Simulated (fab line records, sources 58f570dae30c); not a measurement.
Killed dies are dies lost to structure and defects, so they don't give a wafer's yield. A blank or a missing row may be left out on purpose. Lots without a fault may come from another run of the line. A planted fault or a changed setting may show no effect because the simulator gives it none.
A struck lot beside a sound one | flow berkeley_cmos170 | 31 steps out of a route of 331
Sound: wafers L286.2, L286.5, L286.6. Struck: wafer L301.4. The cause comes at the end.
At each step with rows: each side's tool, then ch and its chambers, then its first start. Under that, the readings that differ: sound wafers | struck wafers | difference of the means | sigmas: that difference in standard deviations of wafers without a fault.
alike: readings whose means differ by less than 2 such deviations, and words and numbers that are the same on both sides. not compared: withheld readings, readings that some wafer has no value for, bounds like >300 that may hide the same value, and numbers for which the record gives no deviation and whose values overlap.
The two part at a step that has a row with sigmas, a row that says differs or no value, or rows on one side only. Numbers that don't overlap but have no deviation are shown without sigmas and don't part them. A reading that every wafer of one side lacks parts them only if that side has two wafers or more.

first, 6 steps without rows for these wafers: UCB170_V2_HMDS_06 (prime time 60 s); UCB170_V2_COAT_07 (resist thk 900 nm); UCB170_V2_SOFTBAKE_08 (time 60 s); UCB170_V2_EXPOSE_09 (exposes mask VIA2, target cd 700 nm); UCB170_V2_PEB_10; UCB170_V2_DEVELOP_11 (develop time 45 s).
UCB170_V2_CD_MEAS_12: target cd 700 nm.
  sound on cd_sem-01, day 8 17:56; struck on cd_sem-02, day 11 17:31
  alike: cd_nm
UCB170_V2_OVL_MEAS_13:
  sound on overlay-01, day 8 18:03; struck on overlay-01, day 11 17:35
  reading     | sound  | struck | difference | sigmas
  V2_OVL (nm) | 11 4 9 | -5     | -13        | -2
UCB170_V2_ETCH_14: etches SiO2 in CHF3/CF4/Ar, stops on Al, target depth 1250 nm, time 291 s.
  sound on rie_diel-03 ch 2,3, day 8 18:05; struck on rie_diel-02 ch 3, day 11 17:42
  alike: CHF3_flow_sccm, drypump_motor_current_A, oes_product_au, throttle_valve_pct
  not compared: rf_hours_counter_h
UCB170_V2_STRIP_15: strips in O2.
  sound on plasma_asher-04 ch 0,1, day 8 18:15; struck on plasma_asher-01 ch 1, day 11 17:49
  alike: drypump_motor_current_A, oes_product_au, strip_time_to_endpoint_s
  not compared: rf_hours_counter_h
UCB170_V2_CD_MEAS_90: target cd 700 nm.
  sound on cd_sem-02, day 8 18:22; struck on cd_sem-02, day 11 17:57
  alike: cd_nm
then, 1 step without rows for these wafers: UCB170_M3_PRE_CLEAN_00 (preclean etch time 60 s).
UCB170_M3_SPUTTER_01: material Al, target thk 900 nm, time 120 s.
  sound on pvd_sputter-02, day 8 18:32; struck on pvd_sputter-03, day 11 18:05
  reading                               | sound             | struck | difference | sigmas
  model.Al_of_M3_SPUTTER_01.thk_nm (nm) | 888.2 877.3 881.8 | 817.7  | -64.7      |
  alike: chamber_pressure_pa, throttle_valve_pct
UCB170_M3_RS_MEAS_02: measures by four-point-probe.
  sound on film_metro-03, day 8 18:38; struck on film_metro-01, day 11 18:13
  reading           | sound                | struck | difference | sigmas
  M3_AL_RS (ohm/sq) | 0.0326 0.0330 0.0328 | 0.0355 | +0.0027    | +7
UCB170_M3_THK_MEAS_03: measures by xrf.
  sound on film_metro-03, day 8 18:45; struck on film_metro-01, day 11 18:19
  reading        | sound       | struck | difference | sigmas
  M3_AL_THK (nm) | 880 868 876 | 808    | -67        | -6
then, 3 steps without rows for these wafers: UCB170_M3_HMDS_04 (prime time 60 s); UCB170_M3_COAT_05 (resist thk 900 nm); UCB170_M3_SOFTBAKE_06 (time 60 s).
UCB170_M3_STRIP_07: strips in O2.
  sound on plasma_asher-02 ch 0,1, day 8 19:38; struck on plasma_asher-03 ch 1, day 11 19:03
  alike: drypump_motor_current_A, oes_product_au, strip_time_to_endpoint_s
  not compared: rf_hours_counter_h
then, 7 steps without rows for these wafers: UCB170_M3_STRIP_08 (strips KrF in DMSO, time 600 s); UCB170_M3_COAT_09; UCB170_M3_COAT_10 (resist thk 900 nm); UCB170_M3_SOFTBAKE_11 (time 60 s); UCB170_M3_EXPOSE_12 (exposes mask METAL3, target cd 700 nm); UCB170_M3_PEB_13; UCB170_M3_DEVELOP_14 (develop time 45 s).
UCB170_M3_CD_MEAS_15: target cd 700 nm.
  sound on cd_sem-02, day 8 21:09; struck on cd_sem-02, day 11 20:46
  alike: cd_nm
UCB170_M3_OVL_MEAS_16:
  sound on overlay-01, day 8 21:15; struck on overlay-01, day 11 20:50
  alike: M3_OVL
UCB170_M3_ETCH_17: etches BARC in N2/H2.
  sound on rie_diel-02 ch 0,2,3, day 8 21:17; struck on rie_diel-01 ch 1, day 11 20:51
  reading                     | sound       | struck | difference | sigmas
  drypump_motor_current_A (A) | 5.9 5.4 5.7 | 4.9    | -0.8       | -2
  alike: oes_product_au, throttle_valve_pct
UCB170_M3_METAL_ETCH_18: etches Al in Cl2/BCl3, stops on SiO2, target depth 1170 nm, time 195 s.
  sound on rie_metal-04 ch 0,1, day 8 21:20; struck on rie_metal-02 ch 1, day 11 20:58
  alike: bcl3_flow_sccm, drypump_motor_current_A, oes_product_au, throttle_valve_pct
  not compared: rf_hours_counter_h
UCB170_M3_STRIP_19: strips in O2.
  sound on plasma_asher-02 ch 0,1, day 8 21:31; struck on plasma_asher-03 ch 1, day 11 21:07
  alike: drypump_motor_current_A, oes_product_au
  not compared: rf_hours_counter_h

WHERE THEY PART
First at UCB170_V2_OVL_MEAS_13; last, within this record, at UCB170_M3_ETCH_17. Later steps at which nothing parts them and some readings are alike: UCB170_M3_METAL_ETCH_18, UCB170_M3_STRIP_19.

WHY: what the simulator had put in
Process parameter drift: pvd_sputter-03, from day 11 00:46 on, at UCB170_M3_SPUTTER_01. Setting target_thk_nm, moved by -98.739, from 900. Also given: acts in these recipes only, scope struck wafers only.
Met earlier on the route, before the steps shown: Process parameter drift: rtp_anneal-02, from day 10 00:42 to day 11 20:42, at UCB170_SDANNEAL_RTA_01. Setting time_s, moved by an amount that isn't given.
